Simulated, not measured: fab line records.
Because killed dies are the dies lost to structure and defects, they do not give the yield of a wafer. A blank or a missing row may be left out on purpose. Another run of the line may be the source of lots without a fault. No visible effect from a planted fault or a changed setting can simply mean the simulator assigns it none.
Lot-split experiment || flow ritCmos || 23 wafers read across 5 lots, on a route 202 steps long

ABOUT THE SPLIT
At RIT_ACTIVE_COAT_06 (resist thk 1000 nm), the setting spinRpm was moved away from the recipe's 3250 rpm on 4 of the 23 wafers read, by +5.4% to +7.5%. For the rest of the wafers, this setting stayed at what the recipe calls for.

Reading taken at the split's own step.

THE READING
NOVOLAK_of_ACTIVE_COAT_06.thkNm (the simulator's own value, which no gauge read), in nm, at RIT_ACTIVE_COAT_06 (resist thk 1000 nm). No usual value for it is given in the file. The 19 wafers here that ran the recipe average 1001.2 nm, standard deviation 3 nm.

{"wafer": "L078.2", "tool, chamber at the split": "lithoTrack-04, 0", "spinRpm as run, rpm": 3250, "against the recipe": "recipe", "NOVOLAK_of_ACTIVE_COAT_06.thkNm, nm": 1006, "against lot-mates on the recipe": "-"}
{"wafer": "L078.6", "tool, chamber at the split": "lithoTrack-04, 0", "spinRpm as run, rpm": 3250, "against the recipe": "recipe", "NOVOLAK_of_ACTIVE_COAT_06.thkNm, nm": 1006, "against lot-mates on the recipe": "-"}
{"wafer": "L078.3", "tool, chamber at the split": "lithoTrack-04, 0", "spinRpm as run, rpm": 3250, "against the recipe": "recipe", "NOVOLAK_of_ACTIVE_COAT_06.thkNm, nm": 1005, "against lot-mates on the recipe": "-"}
{"wafer": "L078.4", "tool, chamber at the split": "lithoTrack-04, 0", "spinRpm as run, rpm": 3250, "against the recipe": "recipe", "NOVOLAK_of_ACTIVE_COAT_06.thkNm, nm": 1007, "against lot-mates on the recipe": "-"}
{"wafer": "L078.5", "tool, chamber at the split": "lithoTrack-04, 0", "spinRpm as run, rpm": 3250, "against the recipe": "recipe", "NOVOLAK_of_ACTIVE_COAT_06.thkNm, nm": 1004, "against lot-mates on the recipe": "-"}
{"wafer": "L080.2", "tool, chamber at the split": "lithoTrack-03, 0", "spinRpm as run, rpm": 3250, "against the recipe": "recipe", "NOVOLAK_of_ACTIVE_COAT_06.thkNm, nm": 1000, "against lot-mates on the recipe": "-"}
{"wafer": "L080.4", "tool, chamber at the split": "lithoTrack-03, 0", "spinRpm as run, rpm": 3250, "against the recipe": "recipe", "NOVOLAK_of_ACTIVE_COAT_06.thkNm, nm": 1001, "against lot-mates on the recipe": "-"}
{"wafer": "L080.6", "tool, chamber at the split": "lithoTrack-03, 0", "spinRpm as run, rpm": 3250, "against the recipe": "recipe", "NOVOLAK_of_ACTIVE_COAT_06.thkNm, nm": 999.6, "against lot-mates on the recipe": "-"}
{"wafer": "L082.1", "tool, chamber at the split": "lithoTrack-04, 0", "spinRpm as run, rpm": 3493, "against the recipe": "+7.5%", "NOVOLAK_of_ACTIVE_COAT_06.thkNm, nm": 968.5, "against lot-mates on the recipe": -31.7}
{"wafer": "L082.2", "tool, chamber at the split": "lithoTrack-04, 0", "spinRpm as run, rpm": 3493, "against the recipe": "+7.5%", "NOVOLAK_of_ACTIVE_COAT_06.thkNm, nm": 965.4, "against lot-mates on the recipe": -34.8}
{"wafer": "L082.3", "tool, chamber at the split": "lithoTrack-04, 0", "spinRpm as run, rpm": 3250, "against the recipe": "recipe", "NOVOLAK_of_ACTIVE_COAT_06.thkNm, nm": 999, "against lot-mates on the recipe": "-"}
{"wafer": "L082.4", "tool, chamber at the split": "lithoTrack-04, 0", "spinRpm as run, rpm": 3250, "against the recipe": "recipe", "NOVOLAK_of_ACTIVE_COAT_06.thkNm, nm": 999.6, "against lot-mates on the recipe": "-"}
{"wafer": "L082.5", "tool, chamber at the split": "lithoTrack-04, 0", "spinRpm as run, rpm": 3250, "against the recipe": "recipe", "NOVOLAK_of_ACTIVE_COAT_06.thkNm, nm": 1002, "against lot-mates on the recipe": "-"}
{"wafer": "L083.1", "tool, chamber at the split": "lithoTrack-04, 0", "spinRpm as run, rpm": 3250, "against the recipe": "recipe", "NOVOLAK_of_ACTIVE_COAT_06.thkNm, nm": 999, "against lot-mates on the recipe": "-"}
{"wafer": "L083.2", "tool, chamber at the split": "lithoTrack-04, 0", "spinRpm as run, rpm": 3250, "against the recipe": "recipe", "NOVOLAK_of_ACTIVE_COAT_06.thkNm, nm": 998.9, "against lot-mates on the recipe": "-"}
{"wafer": "L083.3", "tool, chamber at the split": "lithoTrack-04, 0", "spinRpm as run, rpm": 3250, "against the recipe": "recipe", "NOVOLAK_of_ACTIVE_COAT_06.thkNm, nm": 1001, "against lot-mates on the recipe": "-"}
{"wafer": "L083.4", "tool, chamber at the split": "lithoTrack-04, 0", "spinRpm as run, rpm": 3250, "against the recipe": "recipe", "NOVOLAK_of_ACTIVE_COAT_06.thkNm, nm": 999.1, "against lot-mates on the recipe": "-"}
{"wafer": "L083.6", "tool, chamber at the split": "lithoTrack-04, 0", "spinRpm as run, rpm": 3250, "against the recipe": "recipe", "NOVOLAK_of_ACTIVE_COAT_06.thkNm, nm": 996.4, "against lot-mates on the recipe": "-"}
{"wafer": "L084.2", "tool, chamber at the split": "lithoTrack-04, 0", "spinRpm as run, rpm": 3250, "against the recipe": "recipe", "NOVOLAK_of_ACTIVE_COAT_06.thkNm, nm": 997.6, "against lot-mates on the recipe": "-"}
{"wafer": "L084.3", "tool, chamber at the split": "lithoTrack-04, 0", "spinRpm as run, rpm": 3250, "against the recipe": "recipe", "NOVOLAK_of_ACTIVE_COAT_06.thkNm, nm": 1000, "against lot-mates on the recipe": "-"}
{"wafer": "L084.4", "tool, chamber at the split": "lithoTrack-04, 0", "spinRpm as run, rpm": 3250, "against the recipe": "recipe", "NOVOLAK_of_ACTIVE_COAT_06.thkNm, nm": 1002, "against lot-mates on the recipe": "-"}
{"wafer": "L084.5", "tool, chamber at the split": "lithoTrack-04, 0", "spinRpm as run, rpm": 3426, "against the recipe": "+5.4%", "NOVOLAK_of_ACTIVE_COAT_06.thkNm, nm": 975.4, "against lot-mates on the recipe": -24.5}
{"wafer": "L084.6", "tool, chamber at the split": "lithoTrack-04, 0", "spinRpm as run, rpm": 3426, "against the recipe": "+5.4%", "NOVOLAK_of_ACTIVE_COAT_06.thkNm, nm": 975.5, "against lot-mates on the recipe": -24.4}

FIT RESULTS
A straight line over all 23 wafers: NOVOLAK_of_ACTIVE_COAT_06.thkNm changes by -4.64 nm for each +1% of spinRpm; r = -0.97; the points scatter about the line by 2.9 nm.
The same after taking each lot's own level away (the mean of its wafers on the recipe; 23 wafers): -4.47 nm for each +1%; r = -0.99; scatter 1.3 nm.
The reading moves by 33 nm for the largest change in spinRpm, on that fit.
Measured against the standard deviation above, the lots' own levels, which go from 998.88 to 1005.60 nm, span 2.3 times it.
The two slopes are in agreement: the lot-to-lot level therefore moves the slope only a little.
Check: for one of the wafers moved furthest among these (+7.5%), held out of the fit, the line's prediction against its lot-mates is -34.2 nm. Against them it came out at -31.7 nm.

THE FILE'S OWN FIT
NOVOLAK_of_ACTIVE_COAT_06.thkNm changes by -4.48 nm for each +1% of spinRpm, r = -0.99.
